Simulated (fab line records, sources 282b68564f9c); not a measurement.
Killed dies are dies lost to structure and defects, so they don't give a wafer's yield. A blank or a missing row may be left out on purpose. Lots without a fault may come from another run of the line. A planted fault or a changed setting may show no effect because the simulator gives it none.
8D (eight disciplines) problem report, filled in by code / flow rit-cmos / the parts of the form that need people (team, actions taken, sign-off) are left out

== 1. PROBLEM STATEMENT ==
Wafers free of any fault read 46.8 nm (standard deviation 0.9) for ACTIVE_OXIDE_THK at RIT_ACTIVE_THK_MEAS_02, against a mean of 29.1 nm on 6 wafers of 2 lots. That puts it -20 standard deviations away from the usual mean.
First observed at day 2 18:04: wafer L775.2, on film-metro-04. Wafers with a number at this step in the record: 42, from 14 lots. Rule for "out", or "out of limits": more than 4 standard deviations from the usual mean. All remaining wafers that have a number are taken as sound.

== 2. WHAT IT IS, AND WHAT IT ISN'T ==
question=which readings at this step | is=ACTIVE_OXIDE_THK | is not=-
question=which lots | is=L775, L779 | is not=L769, L770, L771, L772, L773, L774, L776, L777, L778, L784, L791, L792
question=which wafers of those lots | is=all that have a number | is not=-
question=read on which gauges | is=film-metro-04 | is not=film-metro-01, film-metro-03
question=when | is=from day 2 18:04 | is not=up to then (18 sound wafers); but 18 sound wafers of L776, L777, L778, L784, L791, L792 came after

== 3. SUSPECTS, AND WHAT RULES EACH OUT ==
Counting: a tool at any process step up to the reading remains a suspect when it ran all the lots that are out and ran no sound lot after the first of those.
- the gauge at RIT_ACTIVE_THK_MEAS_02: kept. All the wafers that are out were read on film-metro-04, and no step on other tools shows them out.
- furnace-03 at RIT_ACTIVE_OXIDATION_01 (target thk 46.8 nm, ox time 3360 s): ruled out as a lasting fault. The sound lots L791 went through it after L775, its earliest lot that is out (day 2 16:07).
The count leaves film-metro-04 at RIT_ACTIVE_THK_MEAS_02.

== 4. THE CAUSE (what the simulator had put in) ==
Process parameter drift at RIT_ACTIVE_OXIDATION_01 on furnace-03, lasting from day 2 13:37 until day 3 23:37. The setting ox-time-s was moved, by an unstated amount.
The count ruled it out by mistake, since the rule takes a fault to strike every lot its tool runs from the start of the fault on, and this one did not do so.

== 5. SEQUENCE OF EFFECTS, ordered by route ==
Rows list readings where the struck wafers' mean (over those with a number) sits beyond 3 standard deviations from the usual. Only readings for which the record gives a usual standard deviation are gone through. hours: the time from each lot's start at the first step in this table that gives one to its start at this step, as a median over the lots. sigmas: the change in usual standard deviations.
hours=0; step=RIT_ACTIVE_THK_MEAS_02; reading=ACTIVE_OXIDE_THK; usual=46.8 nm; on struck wafers=29.1; change=-17.7; sigmas=-20

== 6. HOW IT WOULD HAVE BEEN CAUGHT EARLIER ==
Counted from the fault's start at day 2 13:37, it took 4 hours until the first out-of-limits reading at a measuring or inspecting step in this record, taken at day 2 18:04.
Tool readings at RIT_ACTIVE_OXIDATION_01 with a usual standard deviation given in the record: none out on any struck wafer, hence no alarm at a limit of 4 standard deviations on them.
